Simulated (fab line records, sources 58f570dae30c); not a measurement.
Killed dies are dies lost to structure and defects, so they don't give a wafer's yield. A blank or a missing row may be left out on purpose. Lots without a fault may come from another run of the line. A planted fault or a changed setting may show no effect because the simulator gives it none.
Split-lot experiment | flow berkeley_cmos170 | 5 lots, 23 wafers read, on a route of 331 steps

THE SPLIT
At UCB170_SILICIDE_SPUTTER_01 (material Ti, target thk 30 nm, time 25 s), the setting power_w was moved away from the recipe's 1500 W on 8 of the 23 wafers read, by +3.2% to +10.2%. The other wafers ran this setting at the recipe's value.

FROM THE SPLIT TO THE READING: what the file shows between them, 1 step
- UCB170_SILICIDE_RS_MEAS_02: measures by four-point-probe

THE READING
SILICIDE_TI_THK, in nm, at UCB170_SILICIDE_THK_MEAS_03 (measures by xrf). Fault-free wafers of this fab line usually give 30.2 nm, standard deviation 0.41 nm.

wafer  | tool, chamber at the split | power_w as run, W | against the recipe | SILICIDE_TI_THK, nm | against lot-mates on the recipe
L078.1 | pvd_sputter-02, -          | 1653              | +10.2%             | 32.9                | +2.8
L078.3 | pvd_sputter-02, -          | 1500              | recipe             | 29.8                | -
L078.4 | pvd_sputter-02, -          | 1500              | recipe             | 30.3                | -
L078.5 | pvd_sputter-02, -          | 1653              | +10.2%             | 33.4                | +3.3
L078.6 | pvd_sputter-02, -          | 1653              | +10.2%             | 33.5                | +3.4
L079.1 | pvd_sputter-03, -          | 1589              | +5.9%              | 31.2                | +1.5
L079.2 | pvd_sputter-03, -          | 1589              | +5.9%              | 32.2                | +2.5
L079.3 | pvd_sputter-03, -          | 1500              | recipe             | 29.9                | -
L079.4 | pvd_sputter-03, -          | 1500              | recipe             | 29.1                | -
L079.5 | pvd_sputter-03, -          | 1500              | recipe             | 30.0                | -
L081.2 | pvd_sputter-04, -          | 1500              | recipe             | 30.5                | -
L081.3 | pvd_sputter-04, -          | 1500              | recipe             | 29.9                | -
L081.4 | pvd_sputter-04, -          | 1500              | recipe             | 30.6                | -
L081.5 | pvd_sputter-04, -          | 1500              | recipe             | 30.8                | -
L081.6 | pvd_sputter-04, -          | 1500              | recipe             | 30.6                | -
L080.1 | pvd_sputter-02, -          | 1500              | recipe             | 30.4                | -
L080.4 | pvd_sputter-02, -          | 1500              | recipe             | 30.4                | -
L080.6 | pvd_sputter-02, -          | 1500              | recipe             | 30.7                | -
L083.1 | pvd_sputter-03, -          | 1500              | recipe             | 30.7                | -
L083.3 | pvd_sputter-03, -          | 1500              | recipe             | 30.1                | -
L083.4 | pvd_sputter-03, -          | 1548              | +3.2%              | 31.6                | +1.2
L083.5 | pvd_sputter-03, -          | 1548              | +3.2%              | 31.1                | +0.7
L083.6 | pvd_sputter-03, -          | 1548              | +3.2%              | 31.6                | +1.2

THE FIT
A straight line over all 23 wafers: SILICIDE_TI_THK changes by +0.29 nm for each +1% of power_w; r = +0.93; the points scatter about the line by 0.44 nm.
The same after taking each lot's own level away (the mean of its wafers on the recipe; 23 wafers): +0.32 nm for each +1%; r = +0.96; scatter 0.33 nm.
On that fit, the largest move of power_w shifts the reading by 3.3 nm.
The lots' own levels span 29.67 to 30.50 nm, that is 2.0 times the standard deviation above.
So the lot-to-lot level changes the slope little: the two slopes agree.
Check: with one of the wafers moved furthest among these (+10.2%) left out of the fit, the line predicts +3.41 nm for it against its lot-mates. It came out at +2.85 nm against them.

OTHER SPLITS ON THESE WAFERS
These wafers also went through other splits before the reading. Each is held against what the fit with the lots' levels taken away leaves over:
other split on the same wafers   | wafers away from the commonest value | r with SILICIDE_TI_THK (lot level and that fit taken away)
UCB170_NSD_COAT_01 resist_thk_nm | 5                                    | +0.00

THE WHOLE CHAIN: every reading that the file lists as answering this split, in the file's order
step                        | what it does                             | reading                                                                           | change (the file's fit)               | r (the file's)
UCB170_SILICIDE_SPUTTER_01  | material Ti, target thk 30 nm, time 25 s | Ti_of_SILICIDE_SPUTTER_01.thk_nm (the simulator's own value, which no gauge read) | +0.325 nm for each +1% of the setting | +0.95
UCB170_SILICIDE_RS_MEAS_02  | measures by four-point-probe             | SILICIDE_TI_RS                                                                    | -0.308 for each +1% of the setting    | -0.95
UCB170_SILICIDE_THK_MEAS_03 | measures by xrf                          | SILICIDE_TI_THK                                                                   | +0.323 for each +1% of the setting    | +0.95

THE FILE'S OWN FIT
SILICIDE_TI_THK changes by +0.323 nm for each +1% of power_w, r = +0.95.
